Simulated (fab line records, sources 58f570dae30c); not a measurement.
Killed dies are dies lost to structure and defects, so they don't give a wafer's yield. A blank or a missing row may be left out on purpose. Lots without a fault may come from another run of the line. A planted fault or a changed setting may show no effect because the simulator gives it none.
Which tool did it? | flow berkeley_cmos170 | 24 lots, 72 wafers sampled, at 2 steps of a route of 331

WHAT THE GAUGES READ, wafer by wafer
UCB170_PLDD_OVL_MEAS_07. Usual: PLDD_OVL 1 nm, standard deviation 5.8.
lot  | measured     | on         | PLDD_OVL (nm) | flag
L074 | day 6 09:07  | overlay-02 | 6 -3 7        |
L076 | day 6 19:04  | overlay-02 | 4 -1 -1       |
L075 | day 6 19:30  | overlay-02 | -2 0 0        |
L078 | day 7 08:01  | overlay-01 | -3 4 2        |
L077 | day 7 08:34  | overlay-02 | 4 4 2         |
L080 | day 7 09:53  | overlay-01 | 5 4 3         |
L081 | day 7 10:08  | overlay-02 | -10 -7 -9     |
L079 | day 7 10:25  | overlay-02 | 0 3 0         |
L082 | day 7 21:59  | overlay-01 | -9 -5 -9      |
L086 | day 8 13:29  | overlay-02 | 7 10 3        |
L084 | day 8 14:13  | overlay-01 | -6 -9 4       |
L085 | day 8 14:35  | overlay-01 | 8 1 8         |
L083 | day 8 14:43  | overlay-01 | -1 7 -2       |
L087 | day 8 21:51  | overlay-02 | 12 4 -1       |
L089 | day 9 06:37  | overlay-01 | 1 2 2         |
L088 | day 9 07:49  | overlay-02 | -3 -2 3       |
L091 | day 9 15:14  | overlay-02 | -6 4 -4       |
L092 | day 9 22:17  | overlay-02 | 0 3 3         |
L094 | day 9 22:38  | overlay-01 | 3 0 2         |
L093 | day 9 22:45  | overlay-02 | -9 -8 -5      |
L090 | day 9 22:56  | overlay-01 | -2 1 -5       |
L095 | day 10 06:16 | overlay-02 | 6 9 6         |
L096 | day 10 07:56 | overlay-02 | -6 -10 -5     |
L097 | day 11 00:13 | overlay-02 | 9 10 10       |

UCB170_NLDD_TW_MEAS_11. Usual: NLDD_TW 2216, standard deviation 39.
lot  | measured     | on            | NLDD_TW        | flag
L074 | day 6 12:33  | film_metro-03 | 2191 2184 2191 |
L076 | day 6 22:03  | film_metro-03 | 2186 2192 2175 |
L075 | day 6 22:23  | film_metro-01 | 2252 2255 2251 |
L078 | day 7 10:12  | film_metro-04 | 2189 2195 2192 |
L077 | day 7 10:45  | film_metro-03 | 2201 2191 2209 |
L080 | day 7 12:19  | film_metro-01 | 2285 2294 2314 |
L081 | day 7 12:32  | film_metro-03 | 2207 2200 2207 |
L079 | day 7 12:48  | film_metro-04 | 2177 2193 2178 |
L082 | day 8 02:13  | film_metro-03 | 2189 2187 2191 |
L086 | day 8 15:49  | film_metro-04 | 2183 2187 2209 |
L084 | day 8 16:26  | film_metro-03 | 2173 2191 2195 |
L085 | day 8 16:46  | film_metro-04 | 2196 2201 2191 |
L083 | day 8 17:10  | film_metro-03 | 2180 2176 2182 |
L087 | day 9 00:41  | film_metro-01 | 2272 2286 2269 |
L089 | day 9 09:12  | film_metro-03 | 2194 2186 2180 |
L088 | day 9 11:01  | film_metro-03 | 2187 2186 2194 |
L091 | day 9 17:19  | film_metro-04 | 2205 2204 2206 |
L092 | day 10 01:50 | film_metro-04 | 2211 2211 2205 |
L094 | day 10 01:56 | film_metro-01 | 2287 2267 2282 |
L093 | day 10 03:00 | film_metro-04 | 2203 2194 2202 |
L090 | day 10 02:39 | film_metro-03 | 2191 2187 2200 |
L095 | day 10 08:59 | film_metro-01 | 2284 2300 2283 |
L096 | day 10 11:16 | film_metro-01 | 2281 2289 2290 |
L097 | day 11 02:17 | film_metro-03 | 2194 2206 2202 |

WHICH TOOL RAN EACH LOT (tool, then ch and the chambers of the sampled wafers, then the start)
The record holds no process step before these readings.

WHAT THE TOOLS THEMSELVES READ (means of the sampled wafers that have a number; where no wafer has one, the mark that the record gives instead)
The record holds no such reading with a usual standard deviation.

THE ANSWER, worked out from the rows above alone
Rule: a lot is off if the mean of its wafers that have a number lies more than 3 standard deviations from the usual mean. A lot without any number at a reading at which 4 lots or more have one is off too. The other lots that the step has rows for count as sound. The gauges are gone through in route order, then the tools' own readings, and for those a lot's mean is taken as printed above. The first step at which some lot is off is used, and at that step the reading that is off furthest; a lot without a number counts as furthest.
No lot is off at any reading shown: from this, nothing can be told.

WHAT THE SIMULATOR HAD PUT IN
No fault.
